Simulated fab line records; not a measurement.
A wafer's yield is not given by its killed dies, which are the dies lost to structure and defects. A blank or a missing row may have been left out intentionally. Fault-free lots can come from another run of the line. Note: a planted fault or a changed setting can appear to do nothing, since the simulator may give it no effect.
2 desks, one fault || flow berkeleyCmos170 || each desk has only its own numbers; what lay behind them comes last

== METROLOGY DESK ==
What the gauges read for every lot (on any tool): the sampled wafers with a number, averaged. If a lot's mean is further than 4 standard deviations from the usual mean, the lot is out of limits and carries the mark OUT (the distance appears in the brackets).
Columns: A = cdNm at UCB170_M2_CD_MEAS_90, usual 698 nm
{"lot": "L147", "first seen here": "day 8 22:04", "A": 698}
{"lot": "L148", "first seen here": "day 9 05:55", "A": 695}
{"lot": "L151", "first seen here": "day 9 10:05", "A": 697}
{"lot": "L149", "first seen here": "day 9 11:04", "A": 701}
{"lot": "L155", "first seen here": "day 9 19:46", "A": 698}
{"lot": "L152", "first seen here": "day 9 20:28", "A": 700}
{"lot": "L156", "first seen here": "day 10 10:55", "A": 703}
{"lot": "L158", "first seen here": "day 10 20:31", "A": 700}
{"lot": "L160", "first seen here": "day 11 12:01", "A": 697}
{"lot": "L162", "first seen here": "day 11 14:56", "A": 698}
{"lot": "L163", "first seen here": "day 12 15:17", "A": 698}
{"lot": "L164", "first seen here": "day 12 15:53", "A": 690}
{"lot": "L168", "first seen here": "day 13 08:28", "A": 700}
{"lot": "L169", "first seen here": "day 13 08:47", "A": 698}
{"lot": "L170", "first seen here": "day 14 01:52", "A": 701}
This desk's verdict: no lot among the 15 shows anything out of limits.

== DESK OF THE TOOL OWNER: plasmaAsher-04 ==
The tool's own readings at UCB170_PLDD_STRIP_10 (strips in O2): means of the sampled wafers that have a number, for each lot that ran on this tool. If a lot's mean is further than 4 standard deviations from the usual mean, the lot is out of limits and carries the mark OUT (the distance appears in the brackets).
Columns: A = chamberPressureMTorr at UCB170_PLDD_STRIP_10, usual 3500 mTorr; B = drypumpMotorCurrentA at UCB170_PLDD_STRIP_10, usual 5.5 A; C = oesProductAu at UCB170_PLDD_STRIP_10, usual 0.734 a.u.; D = stripTimeToEndpointS at UCB170_PLDD_STRIP_10, usual 21.63 s
{"lot": "L148", "first seen here": "day 7 22:56", "A": 3504, "B": 5.1, "C": 0.731, "D": 21.57}
{"lot": "L151", "first seen here": "day 8 04:11", "A": 3497, "B": 5.1, "C": 0.731, "D": 21.62}
{"lot": "L155", "first seen here": "day 8 14:55", "A": 3499, "B": 5.2, "C": 0.734, "D": 21.62}
{"lot": "L152", "first seen here": "day 8 15:42", "A": 3500, "B": 5.1, "C": 0.734, "D": 21.71}
{"lot": "L156", "first seen here": "day 9 05:09", "A": 3496, "B": 5.2, "C": 0.736, "D": 21.57}
This desk's verdict: no lot among the 5 shows anything out of limits.

== BROUGHT TOGETHER ==
Nothing out of limits was seen by the metrology desk.
The tool owner's desk saw nothing out of limits.

== WHAT THE SIMULATOR PUT IN ==
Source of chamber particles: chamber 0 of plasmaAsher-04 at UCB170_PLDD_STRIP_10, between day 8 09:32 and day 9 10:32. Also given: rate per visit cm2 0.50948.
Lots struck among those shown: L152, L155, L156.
